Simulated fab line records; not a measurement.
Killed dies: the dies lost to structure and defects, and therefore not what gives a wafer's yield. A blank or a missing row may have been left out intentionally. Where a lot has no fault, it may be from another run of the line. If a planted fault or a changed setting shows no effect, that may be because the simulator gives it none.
The tool behind it: which one? -- flow berkeley cmos170 -- 15 lots, 45 wafers sampled, at 4 steps of a route of 331

== WHAT EACH GAUGE READ, for each wafer ==
The record lacks any reading of a measuring or inspecting step that a usual standard deviation could be used to judge.

== EACH LOT AND THE TOOL THAT RAN IT (in order: tool; ch and the chambers of the sampled wafers; start) ==
lot,UCB170_BACKSIDE_STRIP_03,UCB170_SILICIDE_RTA_04,UCB170_CONTACT_RTA_08,UCB170_CONTACT_ETCH_17
L498,"plasma asher-01 ch 0,1, day 7 03:19","rtp anneal-02 ch 0, day 7 04:37","rtp anneal-02 ch 0, day 7 09:07","rie diel-04 ch 0,1,3, day 7 10:55"
L499,"plasma asher-04 ch 0,1, day 8 03:46","rtp anneal-01 ch 0, day 8 04:57","rtp anneal-02 ch 0, day 8 08:43","rie diel-01 ch 0,1,3, day 8 10:08"
L503,"plasma asher-03 ch 0,1, day 8 10:20","rtp anneal-01 ch 0, day 8 11:29","rtp anneal-01 ch 0, day 8 14:47","rie diel-01 ch 0,2, day 8 15:50"
L502,"plasma asher-04 ch 0, day 8 10:47","rtp anneal-02 ch 0, day 8 11:57","rtp anneal-02 ch 0, day 8 15:09","rie diel-04 ch 2,3, day 8 16:13"
L505,"plasma asher-03 ch 0, day 8 23:37","rtp anneal-02 ch 0, day 9 00:46","rtp anneal-01 ch 0, day 9 04:55","rie diel-01 ch 0,2,3, day 9 06:20"
L507,"plasma asher-04 ch 0, day 10 00:07","rtp anneal-02 ch 0, day 10 01:16","rtp anneal-02, day 10 04:50","rie diel-04 ch 0,1,2, day 10 06:14"
L508,"plasma asher-01 ch 0,1, day 10 00:07","rtp anneal-01 ch 0, day 10 01:17","rtp anneal-02, day 10 05:02","rie diel-03 ch 2,3, day 10 06:48"
L506,"plasma asher-03 ch 0,1, day 10 00:27","rtp anneal-01 ch 0, day 10 01:37","rtp anneal-01, day 10 05:01","rie diel-01 ch 0,2,3, day 10 06:31"
L511,"plasma asher-01 ch 0,1, day 10 12:42","rtp anneal-02 ch 0, day 10 13:52","rtp anneal-01 ch 0, day 10 16:42","rie diel-04 ch 0,3, day 10 18:17"
L515,"plasma asher-01 ch 0,1, day 11 07:14","rtp anneal-02 ch 0, day 11 08:27","rtp anneal-01 ch 0, day 11 12:31","rie diel-01 ch 1,2,3, day 11 14:03"
L516,"plasma asher-04 ch 0,1, day 11 07:23","rtp anneal-01 ch 0, day 11 08:41","rtp anneal-02 ch 0, day 11 12:29","rie diel-03 ch 0,1,3, day 11 14:11"
L517,"plasma asher-04 ch 0,1, day 11 07:40","rtp anneal-02 ch 0, day 11 09:02","rtp anneal-01 ch 0, day 11 13:55","rie diel-03 ch 0,1,3, day 11 15:19"
L518,"plasma asher-01 ch 0,1, day 11 17:20","rtp anneal-02 ch 0, day 11 18:31","rtp anneal-02 ch 0, day 11 21:21","rie diel-04 ch 1,3, day 11 22:38"
L519,"plasma asher-04 ch 0,1, day 11 17:37","rtp anneal-01 ch 0, day 11 18:46","rtp anneal-01 ch 0, day 11 21:47","rie diel-01 ch 1,2,3, day 11 23:38"
L521,"plasma asher-01 ch 0,1, day 12 11:13","rtp anneal-01 ch 0, day 12 12:23","rtp anneal-01 ch 0, day 12 15:32","rie diel-03 ch 0,1,2, day 12 16:46"
- UCB170_BACKSIDE_STRIP_03: strips in O2.
- UCB170_SILICIDE_RTA_04: time 15 s.
- UCB170_CONTACT_RTA_08: time 10 s.
- UCB170_CONTACT_ETCH_17: etches BARC in N2/H2.

== AS READ BY THE TOOLS THEMSELVES (means over the sampled wafers that have a number; for cases with no such wafer, the mark the record gives instead) ==
UCB170_BACKSIDE_STRIP_03. Usual: drypump motor current A 5.3 A, standard deviation 0.44; oes product au 0.734 a.u., standard deviation 0.0047; strip time to endpoint s 21.96 s, standard deviation 0.05.
lot,tool,drypump motor current A (A),oes product au (a.u.),strip time to endpoint s (s),flag
L498,plasma asher-01,5.7,0.735,22.02,
L499,plasma asher-04,5.4,0.734,21.94,
L503,plasma asher-03,4.9,0.732,22.00,
L502,plasma asher-04,5.7,0.736,22.00,
L505,plasma asher-03,4.8,0.735,21.98,
L507,plasma asher-04,5.7,0.729,21.92,
L508,plasma asher-01,5.7,0.733,21.93,
L506,plasma asher-03,4.9,0.732,21.96,
L511,plasma asher-01,5.7,0.735,21.93,
L515,plasma asher-01,5.5,0.732,21.89,
L516,plasma asher-04,5.0,0.737,22.02,
L517,plasma asher-04,5.0,0.730,21.92,
L518,plasma asher-01,5.5,0.736,21.92,
L519,plasma asher-04,5.0,0.741,21.98,
L521,plasma asher-01,5.7,0.743,21.98,

UCB170_SILICIDE_RTA_04. Usual: anneal temp c max 655.1, standard deviation 1.3; chamber o2 ppm 1.999, standard deviation 0.022; lamp power pct 10.7 %, standard deviation 0.53; wafer_temp_C_max 652.5, standard deviation 0.58.
lot,tool,anneal temp c max,chamber o2 ppm,lamp power pct (%),wafer_temp_C_max,flag
L498,rtp anneal-02,654.5,2.007,11.2,652.7,
L499,rtp anneal-01,657.4,1.985,10.2,652.6,
L503,rtp anneal-01,655.8,2.009,10.1,652.1,
L502,rtp anneal-02,653.7,2.032,11.2,652.6,
L505,rtp anneal-02,654.1,1.994,11.2,652.6,
L507,rtp anneal-02,654.3,1.979,11.2,652.0,
L508,rtp anneal-01,656.8,2.020,10.2,652.6,
L506,rtp anneal-01,656.6,1.976,10.2,652.2,
L511,rtp anneal-02,653.8,1.990,11.2,652.8,
L515,rtp anneal-02,653.7,1.982,11.2,652.7,
L516,rtp anneal-01,655.9,2.001,10.2,652.2,
L517,rtp anneal-02,654.7,1.993,11.2,652.8,
L518,rtp anneal-02,654.3,2.009,11.2,652.9,
L519,rtp anneal-01,655.9,1.996,10.2,652.1,
L521,rtp anneal-01,656.7,2.039,10.2,652.8,

UCB170_CONTACT_RTA_08. Usual: anneal temp c max 907.1, standard deviation 1.7; chamber o2 ppm 1.996, standard deviation 0.02; lamp power pct 25.0 %, standard deviation 1.2; wafer_temp_C_max 903.7, standard deviation 0.81.
lot,tool,anneal temp c max,chamber o2 ppm,lamp power pct (%),wafer_temp_C_max,flag
L498,rtp anneal-02,906.7,2.007,26.2,903.8,
L499,rtp anneal-02,906.1,1.989,26.2,903.8,
L503,rtp anneal-01,909.4,1.998,23.7,904.1,
L502,rtp anneal-02,906.0,1.976,26.2,902.9,
L505,rtp anneal-01,909.3,1.990,23.7,903.8,
L507,rtp anneal-02,-,-,-,-,OFF
L508,rtp anneal-02,-,-,-,-,OFF
L506,rtp anneal-01,-,-,-,-,OFF
L511,rtp anneal-01,909.4,1.988,23.7,903.2,
L515,rtp anneal-01,908.0,2.003,23.7,903.5,
L516,rtp anneal-02,905.8,1.999,26.1,905.3,
L517,rtp anneal-01,908.5,1.994,23.7,904.0,
L518,rtp anneal-02,905.8,1.980,26.2,903.5,
L519,rtp anneal-01,907.2,2.030,23.7,904.0,
L521,rtp anneal-01,907.5,2.015,23.7,903.3,

UCB170_CONTACT_ETCH_17. Usual: bias w 100.0 W, standard deviation 0.3; drypump motor current A 5.9 A, standard deviation 0.5; oes product au 0.996 a.u., standard deviation 0.018; throttle valve pct 13.36 %, standard deviation 0.17.
lot,tool,bias w (W),drypump motor current A (A),oes product au (a.u.),throttle valve pct (%),flag
L498,rie diel-04,100.3,6.0,0.985,13.45,
L499,rie diel-01,100.2,5.7,0.998,13.36,
L503,rie diel-01,100.0,6.5,0.994,13.35,
L502,rie diel-04,99.8,5.8,0.987,13.55,
L505,rie diel-01,100.0,6.0,0.984,13.44,
L507,rie diel-04,100.1,5.9,1.003,13.44,
L508,rie diel-03,100.1,5.7,1.005,13.27,
L506,rie diel-01,100.2,6.0,0.997,13.45,
L511,rie diel-04,100.0,5.8,0.971,13.57,
L515,rie diel-01,100.1,5.7,0.982,13.38,
L516,rie diel-03,100.3,6.1,1.008,13.18,
L517,rie diel-03,100.2,6.0,1.017,13.19,
L518,rie diel-04,100.0,6.1,0.972,13.46,
L519,rie diel-01,100.3,5.7,0.983,13.39,
L521,rie diel-03,100.0,5.9,1.017,13.25,

== THE ANSWER, worked out from the rows above alone ==
Rule: take the mean of a lot's wafers that have a number; if it is more than 3 standard deviations from the usual mean, the lot is off. A lot without any number at a reading at which 4 lots or more have one is off too. Where the step has rows for the other lots, those lots are counted as sound. First the gauges in route order, then the tools' own readings, where a lot's mean is used as printed above. The first step at which some lot is off is used, and at that step the reading that is off furthest; a lot without a number counts as furthest.
Off: L507, L508, L506, at UCB170_CONTACT_RTA_08 (anneal temp c max). Without a number there: L507, L508, L506.
A tool fits if, at that step or a process step before it, it ran every lot that is off, and no sound lot after the first of them. Of those tried, none fits.

== WHAT WAS PUT IN BY THE SIMULATOR ==
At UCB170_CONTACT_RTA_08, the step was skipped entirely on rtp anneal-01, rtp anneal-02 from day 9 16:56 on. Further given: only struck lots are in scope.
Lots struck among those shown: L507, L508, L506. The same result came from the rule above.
